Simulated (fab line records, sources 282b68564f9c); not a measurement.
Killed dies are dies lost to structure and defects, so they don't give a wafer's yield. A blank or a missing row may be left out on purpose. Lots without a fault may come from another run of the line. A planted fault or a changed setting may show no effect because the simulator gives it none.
Tool commonality check | flow rit_cmos | 14 lots, 48 wafers sampled

WHY IT WAS OPENED
At RIT_GATE_THK_MEAS_09 the reading GATE_POLY_THK is flagged on 2 of 14 lots. Wafers without a fault read 250.1 nm, standard deviation 2.3.
Rule: a lot is flagged when every wafer of it that has a number lies more than 4 standard deviations from that mean, or none has a number. The other lots count as sound.

lot  | measured    | on            | GATE_POLY_THK (nm), wafer by wafer  | flag
L502 | day 3 13:37 | film_metro-03 | 247.6 249.5 251.2                   |
L505 | day 4 00:13 | film_metro-03 | 501.2 500.3 501.5 501.0 500.5 501.4 | FLAGGED
L508 | day 4 16:44 | film_metro-02 | 501.6 505.0 503.0 501.6 505.3 503.4 | FLAGGED
L509 | day 4 16:45 | film_metro-03 | 249.3 249.6 251.7                   |
L510 | day 4 23:21 | film_metro-02 | 250.2 253.9 253.8                   |
L511 | day 5 05:44 | film_metro-04 | 254.8 251.6 252.7                   |
L512 | day 5 08:36 | film_metro-04 | 247.5 249.1 250.2                   |
L515 | day 5 23:07 | film_metro-03 | 247.8 248.5 247.9                   |
L516 | day 6 01:46 | film_metro-02 | 247.1 247.5 249.2                   |
L517 | day 6 12:16 | film_metro-04 | 250.9 252.2 253.7                   |
L518 | day 6 16:11 | film_metro-04 | 251.2 251.3 253.1                   |
L519 | day 7 02:34 | film_metro-02 | 252.9 251.2 252.6                   |
L520 | day 7 07:43 | film_metro-02 | 253.1 253.4 252.7                   |
L521 | day 7 15:05 | film_metro-03 | 249.9 251.5 250.5                   |
The numbers of the flagged lots are 502.1 nm on average: +252.0 nm against the usual, or +99 or more standard deviations.

WHICH TOOL RAN EACH LOT
The record holds 1 process step before the reading, out of a route of 202 steps. In each cell: the tool, then ch and the chambers that the sampled wafers went through, then the start.
lot  | flag    | RIT_GATE_CVD_08
L502 |         | lpcvd-01 ch 1, day 3 11:59
L505 | FLAGGED | lpcvd-02 ch 0, day 3 20:34 and lpcvd-01 ch 0, day 3 22:31
L508 | FLAGGED | lpcvd-01 ch 0, day 4 12:11 and lpcvd-02 ch 0, day 4 15:06
L509 |         | lpcvd-02 ch 0, day 4 15:06
L510 |         | lpcvd-02 ch 0, day 4 21:44
L511 |         | lpcvd-02 ch 1, day 5 04:06
L512 |         | lpcvd-02 ch 0, day 5 06:59
L515 |         | lpcvd-02 ch 1, day 5 21:29
L516 |         | lpcvd-01 ch 1, day 6 00:08
L517 |         | lpcvd-02 ch 1, day 6 10:38
L518 |         | lpcvd-02 ch 1, day 6 14:34
L519 |         | lpcvd-01 ch 0, day 7 00:56
L520 |         | lpcvd-01 ch 0, day 7 06:06
L521 |         | lpcvd-02 ch 0, day 7 13:28
What these steps do:
- RIT_GATE_CVD_08: deposits poly-Si from SiH4, target thk 250 nm, time 2220 s.
- RIT_GATE_THK_MEAS_09

FLAGGED OVER TOTAL, TOOL BY TOOL (the gauges that took the reading come last)
step                 | tool          | lots run | flagged | share of the flagged lots | sound lots run after its first flagged lot
RIT_GATE_CVD_08      | lpcvd-01      | 6        | 2       | all                       | 3 (L516,L519,L520)
RIT_GATE_CVD_08      | lpcvd-02      | 10       | 2       | all                       | 8 (L509,L510,L511,L512,L515,L517,L518,L521)
RIT_GATE_THK_MEAS_09 | film_metro-02 | 5        | 1       | some                      | 4 (L510,L516,L519,L520)
RIT_GATE_THK_MEAS_09 | film_metro-03 | 5        | 1       | some                      | 3 (L509,L515,L521)
RIT_GATE_THK_MEAS_09 | film_metro-04 | 4        | 0       | none                      | -

WHAT THE TABLE ALLOWS
2 rows of the table ran every flagged lot: lpcvd-01 at RIT_GATE_CVD_08, lpcvd-02 at RIT_GATE_CVD_08.
- lpcvd-01 at RIT_GATE_CVD_08: 2 of its 6 lots flagged. Sound lots ran on it after the first flagged one (L516, L519, L520), which a lasting fault on the whole tool wouldn't allow.
- lpcvd-02 at RIT_GATE_CVD_08: 2 of its 10 lots flagged. Sound lots ran on it after the first flagged one (L509, L510, L511, L512, L515, L517, L518, L521), which a lasting fault on the whole tool wouldn't allow.
No row of the table ran every flagged lot and no sound lot after the first.

WHAT THE SIMULATOR HAD PUT IN
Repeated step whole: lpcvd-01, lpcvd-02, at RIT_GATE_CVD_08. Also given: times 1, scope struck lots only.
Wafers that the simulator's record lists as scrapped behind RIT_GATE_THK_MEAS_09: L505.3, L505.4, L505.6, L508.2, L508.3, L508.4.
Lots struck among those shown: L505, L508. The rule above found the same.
